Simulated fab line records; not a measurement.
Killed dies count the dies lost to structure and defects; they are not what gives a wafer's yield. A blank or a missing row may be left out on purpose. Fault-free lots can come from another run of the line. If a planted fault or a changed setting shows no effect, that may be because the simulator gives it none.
Which tool is to blame? -- flow berkeleyCmos170 -- Sampling: 14 lots, 42 wafers, 3 of 331 route steps

== WHAT THE GAUGES READ, wafer by wafer ==
UCB170_PWELL_TW_MEAS_17.
lot,measured,on,PWELL_TW
L889,day 3 11:10,filmMetro-03,381.6 382.6 380.2
L890,day 3 18:42,filmMetro-02,375.7 376.4 373.3
L892,day 3 23:44,filmMetro-03,381.5 381.1 382.5
L893,day 4 05:49,filmMetro-03,379.3 382.3 382.5
L898,day 5 00:23,filmMetro-03,381.9 382.4 382.0
L900,day 5 12:12,filmMetro-04,378.3 377.7 377.6
L901,day 5 18:41,filmMetro-02,374.7 374.9 375.3
L902,day 6 09:38,filmMetro-02,375.3 375.1 376.8
L903,day 6 09:22,filmMetro-02,374.5 376.4 376.5
L904,day 6 11:40,filmMetro-02,375.2 374.8 376.4
L906,day 6 11:47,filmMetro-03,380.6 380.8 381.6
L905,day 6 11:53,filmMetro-02,374.2 375.9 376.0
L910,day 7 04:12,filmMetro-02,375.4 376.7 377.1
L911,day 7 10:00,filmMetro-03,379.3 380.9 381.8

== EACH LOT AND THE TOOL THAT RAN IT (in order: tool; ch and the chambers of the sampled wafers; start) ==
lot,UCB170_ZERO_COAT_01,UCB170_ZERO_STRIP_07
L889,"lithoTrack-04 ch 0, day 1 20:36","plasmaAsher-01 ch 0,1, day 1 21:19"
L890,"lithoTrack-03 ch 0, day 2 01:34","plasmaAsher-02 ch 0,1, day 2 03:04"
L892,"lithoTrack-01 ch 0, day 2 13:47","plasmaAsher-01 ch 0,1, day 2 14:35"
L893,"lithoTrack-01 ch 0, day 2 17:19","plasmaAsher-04 ch 0, day 2 18:10"
L898,"lithoTrack-04 ch 0, day 3 17:13","plasmaAsher-02 ch 0,1, day 3 17:55"
L900,"lithoTrack-03 ch 0, day 4 01:39","plasmaAsher-02 ch 0,1, day 4 02:21"
L901,"lithoTrack-04 ch 0, day 4 06:18","plasmaAsher-01 ch 0,1, day 4 06:59"
L902,"lithoTrack-04 ch 0, day 4 12:23","plasmaAsher-01 ch 0,1, day 4 13:13"
L903,"lithoTrack-01 ch 0, day 4 19:26","plasmaAsher-04 ch 0,1, day 4 20:07"
L904,"lithoTrack-01 ch 0, day 5 02:08","plasmaAsher-02 ch 0,1, day 5 03:10"
L906,"lithoTrack-03 ch 0, day 5 07:44","plasmaAsher-02 ch 0,1, day 5 09:31"
L905,"lithoTrack-03 ch 0, day 5 08:10","plasmaAsher-02 ch 0,1, day 5 09:53"
L910,"lithoTrack-03 ch 0, day 6 00:15","plasmaAsher-01 ch 0,1, day 6 01:52"
L911,"lithoTrack-01 ch 0, day 6 06:46","plasmaAsher-01 ch 0,1, day 6 08:09"
- UCB170_ZERO_COAT_01: resist thk 900 nm.
- UCB170_ZERO_STRIP_07: strips in O2.

== AS READ BY THE TOOLS THEMSELVES (means over the sampled wafers that have a number; for cases with no such wafer, the mark the record gives instead) ==
UCB170_ZERO_COAT_01.
lot,tool,spinSpeedRpm (rpm)
L889,lithoTrack-04,1500.4
L890,lithoTrack-03,1499.4
L892,lithoTrack-01,1500.1
L893,lithoTrack-01,1498.8
L898,lithoTrack-04,1500.9
L900,lithoTrack-03,1500.5
L901,lithoTrack-04,1461.4
L902,lithoTrack-04,1459.9
L903,lithoTrack-01,1500.0
L904,lithoTrack-01,1500.5
L906,lithoTrack-03,1501.6
L905,lithoTrack-03,1500.8
L910,lithoTrack-03,1499.2
L911,lithoTrack-01,1499.9

UCB170_ZERO_STRIP_07.
lot,tool,drypumpMotorCurrentA (A),oesProductAu (a.u.),stripTimeToEndpointS (s)
L889,plasmaAsher-01,5.8,0.725,21.48
L890,plasmaAsher-02,5.2,0.729,21.65
L892,plasmaAsher-01,5.6,0.726,21.60
L893,plasmaAsher-04,6.1,0.730,21.49
L898,plasmaAsher-02,5.6,0.725,21.44
L900,plasmaAsher-02,5.2,0.724,21.57
L901,plasmaAsher-01,5.8,0.725,21.81
L902,plasmaAsher-01,5.8,0.727,21.67
L903,plasmaAsher-04,5.9,0.724,21.60
L904,plasmaAsher-02,5.5,0.729,21.50
L906,plasmaAsher-02,5.2,0.728,21.49
L905,plasmaAsher-02,5.2,0.724,21.57
L910,plasmaAsher-01,5.6,0.726,21.51
L911,plasmaAsher-01,5.7,0.724,21.48

== THE ANSWER, worked out from the rows above alone ==
Rule: usual is defined by the lots themselves. Put in order of their means at a reading, lots are off if they are a third of the lots or fewer, leave a main group of 4 or more, and stand apart from it by a gap of 3 or more times the standard deviation of the main group's means; of several such gaps the widest counts. A main group is skipped when, at the precision printed for the reading in the tables above, its means are all equal. A lot without any number at a reading at which 4 lots or more have one is off too. Any other lot the step has rows for is counted as sound. After the gauges, taken in route order, come the tools' own readings; for these a lot's mean is taken, as printed above. At the first step where some lot is off, the reading lying furthest off is the one used; lots without a number count as furthest.
Off: L901, L902 (UCB170_ZERO_COAT_01, spinSpeedRpm). The main group has a mean of 1500.2 rpm with a standard deviation of 0.75.
A tool fits if, at that step or a process step before it, it ran every lot that is off, and no sound lot after the first of them. One candidate fits, namely lithoTrack-04 at UCB170_ZERO_COAT_01. A fault onset in the window from L898 (day 3 17:13, its last sound lot) to L901 (day 4 06:18, its first lot off) fits.
On the lots that are off, the tool's own readings at UCB170_ZERO_COAT_01 differ by more than 5 times the standard deviation of the sound lots' means, which bears it out; spinSpeedRpm reads 1460.7 rpm there versus 1500.2 rpm on the sound lots.

== WHAT WAS PUT IN BY THE SIMULATOR ==
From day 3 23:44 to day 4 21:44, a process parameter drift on lithoTrack-04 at UCB170_ZERO_COAT_01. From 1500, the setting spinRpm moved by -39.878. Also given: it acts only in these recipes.
Shown lots that were struck: L901, L902. This agrees with what the rule above found.
